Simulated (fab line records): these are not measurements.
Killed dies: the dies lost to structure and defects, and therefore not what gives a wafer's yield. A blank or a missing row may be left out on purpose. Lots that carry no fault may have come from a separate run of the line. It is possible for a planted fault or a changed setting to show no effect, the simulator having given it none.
Struck lot and sound lot, side by side    flow rit_cmos    18 steps out of a route of 202
Sound: the wafers L711.2, L711.4, L711.5. Struck: wafers L721.1, L721.2, L721.6. Last of all comes the cause.
For every step that has rows: the tool of each side, followed by ch and its chambers, followed by its first start. Under that, the readings that differ: sound wafers    struck wafers    difference of the means    sigmas: that difference in standard deviations of wafers without a fault.
alike: readings whose means differ by less than 2 such deviations, and words and numbers that are the same on both sides. not compared: withheld readings, readings that some wafer has no value for, bounds like >300 that may hide the same value, and numbers for which the record gives no deviation and whose values overlap.
The two part at a step that has a row with sigmas, a row that says differs or no value, or rows on one side only. Numbers that don't overlap but have no deviation are shown without sigmas and don't part them. Lack of a reading on every wafer of one side parts them only where that side has two or more wafers.

RIT_GATE_OVL_MEAS_17:
  sound on overlay-02 at day 4 01:32; struck on overlay-01 at day 6 02:54
  alike: GATE_OVL
then, 1 step without rows for these wafers: RIT_GATE_HARDBAKE_18 (time 60 s).
RIT_GATE_ETCH_19: etches poly-Si in SF6/CHF3/O2, stops on SiO2, time 165 s, target depth 312.5 nm.
  sound on rie_si-02 ch 0,1,2, day 4 01:43; struck on rie_si-02 ch 0,1,3, day 6 03:05
  alike: CHF3_flow_sccm, drypump_motor_current_A, oes_product_au, throttle_valve_pct
  not compared: rf_hours_counter_h
RIT_GATE_STRIP_20: strips in O2, time 180 s.
  sound on plasma_asher-01 ch 0,1, day 4 01:50; struck on plasma_asher-04 ch 0,1, day 6 03:12
  alike: drypump_motor_current_A
  not compared: rf_hours_counter_h
RIT_GATE_CD_MEAS_90: the cd target is 150 nm.
  sound on cd_sem-01 at day 4 02:01; struck on cd_sem-01 at day 6 03:22
  alike: cd_nm
then, 4 steps without rows for these wafers: RIT_REOX_CLEAN_00 (cleans in SC1, time 600 s); RIT_REOX_CLEAN_01 (cleans in dHF, time 30 s); RIT_REOX_CLEAN_02 (cleans in SC2, time 600 s); RIT_REOX_OXIDATION_03 (target thk 25.2 nm, ox time 5580 s).
RIT_REOX_THK_MEAS_04:
  sound on film_metro-02 at day 4 05:07; struck on film_metro-01 at day 6 06:26
  alike: REOX_OXIDE_THK
then, 2 steps without rows for these wafers: RIT_NLDD_HMDS_00 (prime time 60 s); RIT_NLDD_COAT_01 (resist thk 1000 nm).
RIT_NLDD_SOFTBAKE_02: time 60 s.
  sound on litho_track-02 ch 0, day 4 05:29; struck on litho_track-04 ch 0, day 6 06:47
reading                   sound              struck             difference  sigmas
heater_power_total_W (W)  34.64 34.56 34.55  36.29 36.25 36.26  +1.68       +35
plate_temp_C (C)          89.86 89.99 89.89  93.14 93.19 92.96  +3.18       +27
  not compared: model.NOVOLAK_of_NLDD_COAT_01.thk_nm
then, 2 steps without rows for these wafers: RIT_NLDD_EXPOSE_03 (exposes mask M7, target cd 40700 nm); RIT_NLDD_PEB_04.
RIT_NLDD_DEVELOP_05: develop time 50 s.
  sound on litho_track-04 ch 0; struck on litho_track-03 ch 0
  not compared: model.NOVOLAK_of_NLDD_COAT_01.thk_nm
RIT_NLDD_OVL_MEAS_06:
  sound on overlay-01 at day 4 06:01; struck on overlay-01 at day 6 07:28
  alike: NLDD_OVL
RIT_M1_PROBE_99:
  sound on prober-01 at day 4 21:34; struck on prober-01 at day 6 23:37
  alike: killed_at_front_end, killed_dies, killed_open, killed_short

== WHERE THEY PART ==
Within this record, at RIT_NLDD_SOFTBAKE_02 only. Later steps at which nothing parts them and some readings are alike: RIT_NLDD_OVL_MEAS_06, RIT_M1_PROBE_99.

WHY: what had been put in by the simulator
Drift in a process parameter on litho_track-04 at RIT_NLDD_SOFTBAKE_02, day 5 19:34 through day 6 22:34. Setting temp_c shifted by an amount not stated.
